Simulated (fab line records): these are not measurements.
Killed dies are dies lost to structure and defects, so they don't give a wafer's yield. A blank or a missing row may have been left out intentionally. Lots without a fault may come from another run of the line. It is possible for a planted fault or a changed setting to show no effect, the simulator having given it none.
What tool caused it? | flow rit_cmos | 14 lots, 42 wafers sampled, at 3 steps of a route of 202

## WHAT THE GAUGES SHOWED, per wafer
RIT_NSD_TW_MEAS_10.
lot  | measured    | on            | NSD_TW
L756 | day 3 01:45 | film_metro-03 | 3196 3188 3167
L757 | day 3 11:35 | film_metro-02 | 3135 3129 3127
L758 | day 3 14:08 | film_metro-02 | 3129 3133 3139
L760 | day 4 01:03 | film_metro-02 | 3148 3116 3135
L761 | day 4 10:23 | film_metro-02 | 3135 3115 3131
L762 | day 4 12:33 | film_metro-02 | 3145 3139 3136
L765 | day 5 03:13 | film_metro-01 | 3123 3109 3105
L766 | day 5 06:05 | film_metro-03 | 3221 3217 3194
L767 | day 5 13:56 | film_metro-01 | 3122 3112 3132
L769 | day 6 06:37 | film_metro-01 | 3158 3138 3153
L770 | day 6 07:16 | film_metro-03 | 3178 3191 3177
L775 | day 8 01:49 | film_metro-03 | 3184 3199 3174
L777 | day 8 06:45 | film_metro-01 | 2953 2959 2949 2953 2946 2939
L778 | day 8 16:30 | film_metro-01 | 2967 2966 2938 2969 2946 2957

RIT_SDANNEAL_RS_MEAS_05: measurement is done with a four-point probe.
lot  | measured    | on            | NSD_RS (ohm/sq)
L756 | day 3 03:55 | film_metro-01 | 84.69 84.83 84.84
L757 | day 3 13:37 | film_metro-03 | 85.03 84.69 84.71
L758 | day 3 16:10 | film_metro-03 | 84.66 84.69 84.58
L760 | day 4 03:04 | film_metro-01 | 84.60 84.22 84.32
L761 | day 4 12:26 | film_metro-01 | 84.52 84.66 84.73
L762 | day 4 14:38 | film_metro-01 | 84.14 84.30 84.22
L765 | day 5 05:15 | film_metro-02 | 84.09 84.14 84.46
L766 | day 5 08:15 | film_metro-02 | 84.84 84.53 84.89
L767 | day 5 16:01 | film_metro-01 | 84.20 84.44 84.36
L769 | day 6 08:46 | film_metro-03 | 84.57 84.48 84.70
L770 | day 6 09:25 | film_metro-01 | 85.21 84.85 84.78
L775 | day 8 04:33 | film_metro-03 | 84.99 84.85 84.79
L777 | day 8 11:37 | film_metro-03 | 86.28 86.43 86.51 86.32 86.41 86.43
L778 | day 8 21:28 | film_metro-02 | 86.34 86.78 86.40 86.43 86.65 86.64

## EACH LOT AND THE TOOL THAT RAN IT (in order: tool; ch and the chambers of the sampled wafers; start)
lot  | RIT_NSD_IMPLANT_08
L756 | implanter-04 ch 0, day 3 01:26
L757 | implanter-04 ch 0, day 3 11:17
L758 | implanter-02 ch 0, day 3 13:49
L760 | implanter-04 ch 0, day 4 00:43
L761 | implanter-04 ch 0, day 4 10:04
L762 | implanter-04 ch 0, day 4 12:15
L765 | implanter-01 ch 0, day 5 02:54
L766 | implanter-02 ch 0, day 5 05:47
L767 | implanter-02 ch 0, day 5 13:38
L769 | implanter-04 ch 0, day 6 06:18
L770 | implanter-01 ch 0, day 6 06:56
L775 | implanter-01 ch 0, day 8 01:31
L777 | implanter-02 ch 0, day 8 06:28
L778 | implanter-02 ch 0, day 8 16:10
- RIT_NSD_IMPLANT_08

## WHAT THE TOOLS THEMSELVES READ (means of the sampled wafers that have a number; where no wafer has one, the mark that the record gives instead)
RIT_NSD_IMPLANT_08.
lot  | tool         | beam_energy_keV
L756 | implanter-04 | 25.008
L757 | implanter-04 | 25.003
L758 | implanter-02 | 24.998
L760 | implanter-04 | 24.998
L761 | implanter-04 | 24.998
L762 | implanter-04 | 24.997
L765 | implanter-01 | 24.995
L766 | implanter-02 | 25.006
L767 | implanter-02 | 24.994
L769 | implanter-04 | 25.003
L770 | implanter-01 | 24.993
L775 | implanter-01 | 24.992
L777 | implanter-02 | 20.494
L778 | implanter-02 | 20.491

## THE ANSWER, worked out from the rows above alone
Rule: what is usual is taken from the lots themselves. The widest of any qualifying gaps counts: lots, ordered by their means at a reading, are off when they make up no more than a third of the lots, leave a main group of 4 or more, and stand apart from it by 3 or more times the standard deviation of that group's means. The tables above print the reading to a certain number of digits; a main group whose means all agree to those digits is not used. Also off: a lot with no number at a reading for which 4 or more lots have one. All remaining lots with rows at the step are treated as sound. The gauges are gone through in route order, then the tools' own readings, and for those a lot's mean is taken as printed above. The first step at which some lot is off is used, and at that step the reading that is off furthest; a lot without a number counts as furthest.
Off: L777, L778, at RIT_NSD_TW_MEAS_10 (NSD_TW). Mean 3151 and standard deviation 30 in the main group.
A tool fits if, at a process step before that reading, it ran every lot that is off, and no sound lot after the first of them. The gauges at RIT_NSD_TW_MEAS_10 aren't tried: what is off there is off at RIT_SDANNEAL_RS_MEAS_05 too, on other tools, and a gauge's error can't cause that. One fits: RIT_NSD_IMPLANT_08 on implanter-02. A fault onset in the window from L767 (day 5 13:38, its last sound lot) to L777 (day 8 06:28, its first lot off) fits.
On the lots that are off, the tool's own readings at RIT_NSD_IMPLANT_08 differ by more than 5 times the standard deviation of the sound lots' means, which bears it out; beam_energy_keV reads 20.492 there versus 24.999 on the sound lots.

## WHAT THE SIMULATOR HAD PUT IN
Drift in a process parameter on implanter-02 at RIT_NSD_IMPLANT_08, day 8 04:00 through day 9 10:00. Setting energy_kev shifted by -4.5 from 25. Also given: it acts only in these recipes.
Lots struck among those shown: L777, L778. Same finding as the rule above.
